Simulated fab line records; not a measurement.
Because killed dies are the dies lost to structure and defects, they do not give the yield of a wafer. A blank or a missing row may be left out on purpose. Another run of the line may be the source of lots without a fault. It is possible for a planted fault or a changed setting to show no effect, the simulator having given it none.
Comparing a struck lot with a sound one -- flow ritCmos -- 22 steps out of a route of 202
Sound: wafers L600.2, L600.4, L600.6. Wafers L615.1, L615.2, L615.4 were the ones struck. Last of all comes the cause.
Per side, at each step with rows, come the tool, then ch with its chambers, and then its first start. Under that, the readings that differ: sound wafers -- struck wafers -- difference of the means -- sigmas: that difference in standard deviations of wafers without a fault.
alike: readings with means less than 2 such deviations apart, plus words and numbers identical on both sides. not compared: withheld readings, readings lacking a value on some wafer, bounds such as >300 that could conceal the same value, and numbers that have no deviation in the record and whose values overlap.
The two part at a step that has a row with sigmas, a row that says differs or no value, or rows on one side only. Non-overlapping numbers with no deviation appear without sigmas and do not part them. A reading missing from all wafers of one side parts the sides only when that side holds two or more wafers.

first, 2 steps without rows for these wafers: RIT_NSD_HARDBAKE_07 (time 60 s); RIT_NSD_IMPLANT_08.
RIT_NSD_STRIP_09: strips in O2, time 180 s.
  sound on plasmaAsher-04 ch 0,1, day 4 06:06; struck on plasmaAsher-04 ch 0,1, day 7 05:38
  alike: drypumpMotorCurrentA
  not compared: rfHoursCounterH
RIT_NSD_TW_MEAS_10:
  sound on filmMetro-04, day 4 06:17; struck on filmMetro-02, day 7 05:49
  alike: NSD_TW
then, 6 steps without rows for these wafers: RIT_PSD_HMDS_00 (prime time 60 s); RIT_PSD_COAT_01 (resist thk 1000 nm); RIT_PSD_SOFTBAKE_02 (time 60 s); RIT_PSD_EXPOSE_03 (exposes mask M10, target cd 40900 nm); RIT_PSD_PEB_04; RIT_PSD_DEVELOP_05 (develop time 50 s).
RIT_PSD_OVL_MEAS_06:
  sound on overlay-01, day 4 07:20; struck on overlay-02, day 7 06:51
  alike: PSD_OVL
then, 1 step without rows for these wafers: RIT_PSD_HARDBAKE_07 (time 60 s).
RIT_PSD_IMPLANT_08:
  sound on implanter-03 ch 0, day 4 07:32; struck on implanter-01 ch 0, day 7 07:02
reading,sound,struck,difference,sigmas
beamOnS (s),12.9 12.7 12.5,10.1 10.2 10.1,-2.6,-3
doseIonsCm2,5.005e+15 4.995e+15 4.999e+15,1.003e+15 1.005e+15 9.97e+14,-3.998e+15,-99 or more
endStationPressureTorr (Torr),1.47e-05 1.44e-05 1.46e-05,7.9e-06 7.4e-06 7.6e-06,-6.9e-06,-7
faradayCurrentUA,11886 12145 12212,3130 3080 3101,-8977,-11
RIT_PSD_STRIP_09: strips in O2, time 180 s.
  sound on plasmaAsher-01 ch 1, day 4 07:40; struck on plasmaAsher-01 ch 0,1, day 7 07:11
  alike: drypumpMotorCurrentA
  not compared: rfHoursCounterH
RIT_PSD_TW_MEAS_10:
  sound on filmMetro-03, day 4 07:51; struck on filmMetro-04, day 7 07:22
reading,sound,struck,difference,sigmas
PSD_TW,3450 3452 3466,2573 2573 2578,-881,-28
then, 3 steps without rows for these wafers: RIT_SDANNEAL_CLEAN_00 (cleans in SC1, time 600 s); RIT_SDANNEAL_CLEAN_01 (cleans in dHF, time 30.43 s); RIT_SDANNEAL_CLEAN_02 (cleans in SC2, time 600 s).
RIT_SDANNEAL_RTA_03: time 5 s.
  sound on rtpAnneal-02 ch 0, day 4 08:17; struck on rtpAnneal-01 ch 0, day 7 07:47
  alike: wafer_temp_C_max
RIT_SDANNEAL_RS_MEAS_04: a four-point-probe measurement.
  sound on filmMetro-04, day 4 08:20; struck on filmMetro-03, day 7 07:50
reading,sound,struck,difference,sigmas
PSD_RS (ohm/sq),115.88 115.69 115.96,153.91 151.80 151.86,+36.68,+99 or more
RIT_SDANNEAL_RS_MEAS_05: a four-point-probe measurement.
  sound on filmMetro-04, day 4 08:28; struck on filmMetro-03, day 7 07:58
  alike: NSD_RS
RIT_M1_PROBE_99:
  record: rows for the struck wafers here (prober-02, day 7 15:20), none for the sound ones

== WHERE THEY PART ==
At RIT_PSD_IMPLANT_08 first; at RIT_M1_PROBE_99 last (within this record only).

WHY: what had been put in by the simulator
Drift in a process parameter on implanter-01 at RIT_PSD_IMPLANT_08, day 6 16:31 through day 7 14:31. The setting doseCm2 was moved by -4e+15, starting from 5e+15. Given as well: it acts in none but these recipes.
